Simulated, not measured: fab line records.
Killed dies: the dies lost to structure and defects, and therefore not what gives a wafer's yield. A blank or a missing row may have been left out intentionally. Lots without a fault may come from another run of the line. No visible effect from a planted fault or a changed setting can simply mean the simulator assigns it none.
Chamber matching    flow rit cmos    4 sister chambers for RIT_GATE_ETCH_19 on rie si-01
The step etches poly-Si in SF6/CHF3/O2, stops on SiO2, time 165 s, target depth 312.5 nm. 4 wafers are shown with their chamber, then 7 later ones without.

== WAFERS PAIRED WITH THEIR CHAMBERS ==
wafer   chamber  throttle valve pct (%)
L866.1  3        10.51
L872.3  1        10.09
L878.1  0        10.23
L878.3  2        9.98

== WAFERS MISSING THEIR CHAMBER ==
wafer   throttle valve pct (%)
L878.5  10.23
L880.3  10.23
L880.5  10.50
L880.6  10.00
L882.3  10.11
L882.4  10.51
L882.6  10.22

== THE CHAMBER EACH PASSED THROUGH ==
wafer   from the rows above  in truth
L878.5  0                    0
L880.3  0                    0
L880.5  3                    3
L880.6  2                    2
L882.3  1                    1
L882.4  3                    3
L882.6  0                    0
Correct placement for 7 of the 7. Can't be placed from these rows: 0. Wrongly placed: 0.
How it was worked out, from the rows above alone: a wafer's distance from a chamber is the root of the sum, over the readings, of the square of ((its reading less the chamber's mean) divided by the reading's scatter). If the next closest chamber is less than 2 further off than the closest, the wafer can't be placed; otherwise it belongs to the closest. A chamber's mean is the mean of its shown wafers. The scatter: root of mean squared gap, hidden wafer to nearest shown wafer, with one shown wafer a chamber.
